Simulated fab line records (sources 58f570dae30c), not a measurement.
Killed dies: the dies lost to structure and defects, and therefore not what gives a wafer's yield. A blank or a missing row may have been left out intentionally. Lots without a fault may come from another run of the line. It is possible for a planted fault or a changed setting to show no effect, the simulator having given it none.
A sampling plan put to the test | flow berkeley-cmos170 | one line in one fab, 33 faults in these records, each fault weighed on the records of the lots it struck
The plan is the line's own looks: the steps of the route at which a gauge or an inspection reads the wafer and doesn't change it. A look is open to judgement when struck wafers have a number at it and the file gives its usual mean and standard deviation on fault-free wafers. Caught: 4 or more of those standard deviations (sigma) separate the usual mean from the mean of the struck wafers at a look after the fault's first step. On the tool: the test repeated on the tool's own readings taken at the fault's steps. Another recipe on the struck wafers, or a record that is blank for them alone, also counts as caught.

== THE FAULTS, as the simulator had put them in ==
1. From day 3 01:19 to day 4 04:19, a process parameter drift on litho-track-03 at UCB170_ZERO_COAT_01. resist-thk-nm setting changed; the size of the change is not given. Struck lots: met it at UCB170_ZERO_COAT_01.
2. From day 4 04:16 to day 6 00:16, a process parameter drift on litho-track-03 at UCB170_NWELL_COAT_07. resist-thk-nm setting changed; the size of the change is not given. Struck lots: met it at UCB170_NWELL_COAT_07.
3. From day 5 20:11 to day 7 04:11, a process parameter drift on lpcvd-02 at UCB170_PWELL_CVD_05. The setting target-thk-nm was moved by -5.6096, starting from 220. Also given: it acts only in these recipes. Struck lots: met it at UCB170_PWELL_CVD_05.
4. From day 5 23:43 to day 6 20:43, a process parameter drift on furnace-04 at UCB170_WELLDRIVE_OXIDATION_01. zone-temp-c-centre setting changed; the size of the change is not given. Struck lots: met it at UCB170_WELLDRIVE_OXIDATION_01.
5. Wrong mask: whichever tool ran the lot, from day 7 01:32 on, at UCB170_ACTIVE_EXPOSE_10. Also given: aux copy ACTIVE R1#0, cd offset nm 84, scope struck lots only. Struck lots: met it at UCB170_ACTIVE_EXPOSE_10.
6. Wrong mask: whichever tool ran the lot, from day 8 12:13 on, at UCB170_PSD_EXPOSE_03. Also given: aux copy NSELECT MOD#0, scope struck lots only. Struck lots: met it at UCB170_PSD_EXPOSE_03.
7. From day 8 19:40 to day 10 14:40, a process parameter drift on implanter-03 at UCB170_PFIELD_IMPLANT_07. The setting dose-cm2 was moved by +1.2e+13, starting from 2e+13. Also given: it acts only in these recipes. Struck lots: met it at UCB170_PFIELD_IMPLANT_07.
8. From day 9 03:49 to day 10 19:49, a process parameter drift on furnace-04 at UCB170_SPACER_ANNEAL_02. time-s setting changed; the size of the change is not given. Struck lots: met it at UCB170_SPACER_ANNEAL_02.
9. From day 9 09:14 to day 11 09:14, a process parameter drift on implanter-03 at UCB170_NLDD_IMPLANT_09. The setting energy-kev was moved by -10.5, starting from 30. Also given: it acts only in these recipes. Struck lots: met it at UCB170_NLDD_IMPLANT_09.
10. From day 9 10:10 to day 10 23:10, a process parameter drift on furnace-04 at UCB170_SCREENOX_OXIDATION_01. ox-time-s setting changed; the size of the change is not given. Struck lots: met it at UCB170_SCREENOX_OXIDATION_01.
11. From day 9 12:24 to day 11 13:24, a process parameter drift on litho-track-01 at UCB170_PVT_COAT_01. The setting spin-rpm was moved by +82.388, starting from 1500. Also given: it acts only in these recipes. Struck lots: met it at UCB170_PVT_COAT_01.
12. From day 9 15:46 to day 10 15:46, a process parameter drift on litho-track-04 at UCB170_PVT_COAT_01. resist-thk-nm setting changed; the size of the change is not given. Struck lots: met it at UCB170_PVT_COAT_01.
13. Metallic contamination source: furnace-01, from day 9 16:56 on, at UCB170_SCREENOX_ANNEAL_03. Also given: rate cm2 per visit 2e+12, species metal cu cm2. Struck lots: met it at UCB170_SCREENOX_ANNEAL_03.
14. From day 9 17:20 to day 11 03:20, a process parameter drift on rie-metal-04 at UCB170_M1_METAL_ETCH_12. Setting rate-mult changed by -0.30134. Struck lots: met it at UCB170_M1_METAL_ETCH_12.
15. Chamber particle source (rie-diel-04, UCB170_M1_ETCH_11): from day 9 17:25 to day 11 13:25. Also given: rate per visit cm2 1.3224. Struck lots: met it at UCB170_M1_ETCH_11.
16. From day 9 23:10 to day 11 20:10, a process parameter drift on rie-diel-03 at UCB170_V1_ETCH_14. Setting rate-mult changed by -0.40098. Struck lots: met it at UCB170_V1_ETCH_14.
17. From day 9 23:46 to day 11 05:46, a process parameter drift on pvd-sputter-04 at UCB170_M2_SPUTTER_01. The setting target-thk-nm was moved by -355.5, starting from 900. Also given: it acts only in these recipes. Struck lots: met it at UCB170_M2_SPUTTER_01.
18. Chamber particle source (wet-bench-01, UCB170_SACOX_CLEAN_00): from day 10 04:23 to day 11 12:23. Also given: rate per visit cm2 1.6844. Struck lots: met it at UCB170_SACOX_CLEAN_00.
19. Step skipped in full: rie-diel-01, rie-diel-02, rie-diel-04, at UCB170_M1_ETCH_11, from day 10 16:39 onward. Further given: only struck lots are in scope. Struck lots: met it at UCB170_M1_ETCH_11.
20. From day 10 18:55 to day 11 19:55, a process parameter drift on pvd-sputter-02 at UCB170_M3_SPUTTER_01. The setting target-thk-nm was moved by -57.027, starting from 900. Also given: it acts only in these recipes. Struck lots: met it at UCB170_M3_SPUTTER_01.
21. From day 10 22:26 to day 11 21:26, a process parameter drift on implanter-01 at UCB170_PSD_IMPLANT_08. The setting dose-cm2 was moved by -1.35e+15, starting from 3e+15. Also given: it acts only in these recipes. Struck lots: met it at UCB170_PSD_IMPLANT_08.
22. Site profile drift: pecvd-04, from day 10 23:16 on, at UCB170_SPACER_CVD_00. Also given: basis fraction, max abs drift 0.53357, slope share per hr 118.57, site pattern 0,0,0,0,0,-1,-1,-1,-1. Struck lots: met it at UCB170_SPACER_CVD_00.
23. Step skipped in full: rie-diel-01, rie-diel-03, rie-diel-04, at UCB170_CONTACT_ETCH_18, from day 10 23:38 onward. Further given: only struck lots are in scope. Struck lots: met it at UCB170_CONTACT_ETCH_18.
24. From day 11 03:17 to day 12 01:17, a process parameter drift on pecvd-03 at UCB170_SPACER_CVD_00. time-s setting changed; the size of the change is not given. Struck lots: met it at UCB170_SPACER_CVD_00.
25. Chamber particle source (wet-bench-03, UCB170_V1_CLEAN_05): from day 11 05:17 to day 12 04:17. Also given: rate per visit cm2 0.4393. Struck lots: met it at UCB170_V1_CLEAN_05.
26. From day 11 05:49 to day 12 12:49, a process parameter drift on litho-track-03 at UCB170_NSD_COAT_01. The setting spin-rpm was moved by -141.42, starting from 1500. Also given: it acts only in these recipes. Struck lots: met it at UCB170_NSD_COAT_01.
27. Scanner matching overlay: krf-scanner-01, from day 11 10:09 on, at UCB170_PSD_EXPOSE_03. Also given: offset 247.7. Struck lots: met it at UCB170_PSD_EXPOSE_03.
28. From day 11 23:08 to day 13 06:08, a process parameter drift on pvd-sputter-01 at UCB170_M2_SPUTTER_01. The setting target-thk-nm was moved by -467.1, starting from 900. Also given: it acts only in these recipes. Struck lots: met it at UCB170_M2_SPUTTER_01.
29. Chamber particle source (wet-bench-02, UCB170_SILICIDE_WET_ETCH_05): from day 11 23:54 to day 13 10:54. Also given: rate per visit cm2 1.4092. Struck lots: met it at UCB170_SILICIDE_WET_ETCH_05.
30. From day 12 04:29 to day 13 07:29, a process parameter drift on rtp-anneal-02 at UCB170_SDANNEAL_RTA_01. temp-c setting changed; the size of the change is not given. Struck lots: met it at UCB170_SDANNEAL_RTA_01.
31. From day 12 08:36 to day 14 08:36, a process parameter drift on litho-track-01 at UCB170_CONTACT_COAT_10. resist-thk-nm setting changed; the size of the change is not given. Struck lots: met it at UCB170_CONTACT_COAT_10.
32. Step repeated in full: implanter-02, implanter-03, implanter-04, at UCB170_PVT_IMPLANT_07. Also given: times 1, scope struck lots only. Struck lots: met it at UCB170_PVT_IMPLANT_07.
33. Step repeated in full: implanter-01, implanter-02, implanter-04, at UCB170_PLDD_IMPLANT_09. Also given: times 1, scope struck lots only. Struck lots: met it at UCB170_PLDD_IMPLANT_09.

== WHAT THE PLAN SAW ==
fault | on the tool itself                               | first look that catches it                      | reading, sigma                                                       | median hours from its first step to that look | hours from the fault's start to the first struck lot there | judged looks passed uncaught
1     | no reading that can be judged                    | none of the 3 looks that can be judged after it | -                                                                    | -                                             | -                                                          | 3
2     | no reading that can be judged                    | none of the 3 looks that can be judged after it | -                                                                    | -                                             | -                                                          | 3
3     | under 2 sigma                                    | none of the 2 looks that can be judged after it | -                                                                    | -                                             | -                                                          | 2
4     | spike-tc-centre-C +28 sigma                      | not the one look that can be judged after it    | strongest: WELLDRIVE_OXIDE_THK at UCB170_WELLDRIVE_THK_MEAS_02, +2.6 | -                                             | -                                                          | 1
5     | no reading that can be judged                    | UCB170_ACTIVE_CD_MEAS_13                        | cd-nm +60                                                            | 0.4                                           | 6                                                          | 0
6     | no reading that can be judged                    | UCB170_PSD_TW_MEAS_10                           | PSD_TW -99 or beyond                                                 | 0.8                                           | 5                                                          | 0
7     | dose-ions-cm2 +99 or beyond sigma                | UCB170_PFIELD_TW_MEAS_09                        | PFIELD_TW +23                                                        | 0.2                                           | 10                                                         | 0
8     | no reading that can be judged                    | UCB170_SDANNEAL_RS_MEAS_04                      | PLDD_RS +9.3                                                         | 7.6                                           | 30                                                         | 0
9     | beam-energy-keV -99 or beyond sigma              | UCB170_NLDD_TW_MEAS_11                          | NLDD_TW -4.8                                                         | 0.2                                           | 1                                                          | 0
10    | no reading that can be judged                    | UCB170_SCREENOX_THK_MEAS_02                     | SCREENOX_OXIDE_THK -34                                               | 1.7                                           | 6                                                          | 0
11    | spin-speed-rpm +83 sigma                         | no look after it can be judged                  | -                                                                    | -                                             | -                                                          | 0
12    | no reading that can be judged                    | no look after it can be judged                  | -                                                                    | -                                             | -                                                          | 0
13    | under 2 sigma                                    | none of the 7 looks that can be judged after it | -                                                                    | -                                             | -                                                          | 7
14    | oes-product-au -5.7 sigma                        | none of the 2 looks that can be judged after it | strongest: cd-nm at UCB170_M1_CD_MEAS_90, +2.8                       | -                                             | -                                                          | 2
15    | under 2 sigma                                    | not the one look that can be judged after it    | -                                                                    | -                                             | -                                                          | 1
16    | oes-product-au -9.2 sigma                        | no look after it can be judged                  | -                                                                    | -                                             | -                                                          | 0
17    | under 2 sigma                                    | UCB170_M2_RS_MEAS_02                            | M2_AL_RS +37                                                         | 0.1                                           | 14                                                         | 0
18    | no reading that can be judged                    | none of the 2 looks that can be judged after it | -                                                                    | -                                             | -                                                          | 2
19    | the tool's record is blank for the struck wafers | no look after it can be judged                  | -                                                                    | -                                             | -                                                          | 0
20    | under 2 sigma                                    | UCB170_M3_RS_MEAS_02                            | M3_AL_RS +8.1                                                        | 0.1                                           | 0                                                          | 0
21    | dose-ions-cm2 -99 or beyond sigma                | UCB170_PSD_TW_MEAS_10                           | PSD_TW -19                                                           | 0.2                                           | 1                                                          | 0
22    | under 2 sigma                                    | UCB170_SPACER_THK_MEAS_01                       | SPACER_TEOS_THK -16                                                  | 0.0                                           | 9                                                          | 0
23    | the tool's record is blank for the struck wafers | no look after it can be judged                  | -                                                                    | -                                             | -                                                          | 0
24    | run-length-s +9.8 sigma                          | UCB170_SPACER_THK_MEAS_01                       | SPACER_TEOS_THK +8.1                                                 | 0.1                                           | 0                                                          | 0
25    | no reading that can be judged                    | no look after it can be judged                  | -                                                                    | -                                             | -                                                          | 0
26    | spin-speed-rpm -99 or beyond sigma               | no look after it can be judged                  | -                                                                    | -                                             | -                                                          | 0
27    | under 2 sigma                                    | UCB170_PSD_OVL_MEAS_07                          | PSD_OVL +53                                                          | 0.6                                           | 1                                                          | 0
28    | under 2 sigma                                    | UCB170_M2_RS_MEAS_02                            | M2_AL_RS +69                                                         | 0.1                                           | 6                                                          | 0
29    | no reading that can be judged                    | none of the 3 looks that can be judged after it | -                                                                    | -                                             | -                                                          | 3
30    | wafer_temp_C_max +13 sigma                       | UCB170_SDANNEAL_RS_MEAS_02                      | PSD_RS -30                                                           | 0.1                                           | 14                                                         | 0
31    | no reading that can be judged                    | not the one look that can be judged after it    | strongest: cd-nm at UCB170_CONTACT_CD_MEAS_15, -3.7                  | -                                             | -                                                          | 1
32    | under 2 sigma                                    | UCB170_PVT_TW_MEAS_09                           | PVT_TW +32                                                           | 0.6                                           | -                                                          | 0
33    | no reading that can be judged                    | UCB170_PLDD_TW_MEAS_11                          | PLDD_TW +17                                                          | 0.6                                           | -                                                          | 0
A dash: the fault isn't caught, or these records don't give the number.

Caught at a look: 16 of 33. Caught on the tool: 12 of 33. By one or the other: 23 of 33.
Caught on the tool alone: faults 4, 11, 14, 16, 19, 23, 26.
Caught at a look alone: faults 5, 6, 8, 10, 17, 20, 22, 27, 28, 32, 33.
Caught by neither: faults 1, 2, 3, 12, 13, 15, 18, 25, 29, 31.

== THINNER SAMPLING ==
Were the look that catches a fault to measure just every second or every third lot (counted by lot number), the first struck lot would, at worst, be measured this late:
fault | struck lots at that look, in order of time | every lot | every second lot | every third lot
5     | L798                                       | 6 h       | may miss it      | may miss it
6     | L106                                       | 5 h       | may miss it      | may miss it
7     | L939, L940                                 | 10 h      | 20 h             | may miss all 2
8     | L725, L726                                 | 30 h      | 30 h             | may miss all 2
9     | L370, L375                                 | 1 h       | 28 h             | may miss all 2
10    | L848, L849, L850, L851                     | 6 h       | 6 h              | 6 h
17    | L374, L377                                 | 14 h      | 23 h             | may miss all 2
20    | L271, L272                                 | 0 h       | 11 h             | may miss all 2
21    | L335, L339                                 | 1 h       | may miss all 2   | may miss all 2
22    | L638, L639                                 | 9 h       | 29 h             | may miss all 2
24    | L319, L320                                 | 0 h       | 0 h              | may miss all 2
27    | L613, L618                                 | 1 h       | 38 h             | may miss all 2
28    | L618, L621                                 | 6 h       | 16 h             | may miss all 2
30    | L717, L719                                 | 14 h      | may miss all 2   | may miss all 2
Hours are from the fault's start to the first struck lot that is measured. Since the struck wafers were tested as one group against 4 sigma, a single lot by itself may lie under the limit. Other struck lots may not be in these records.

== THE LONGEST TIMED WAY FROM STEP TO LOOK ==
For fault 8, UCB170_SPACER_ANNEAL_02 and UCB170_SDANNEAL_RS_MEAS_04 are separated by a median of 7.6 hours. No look between them can be judged.
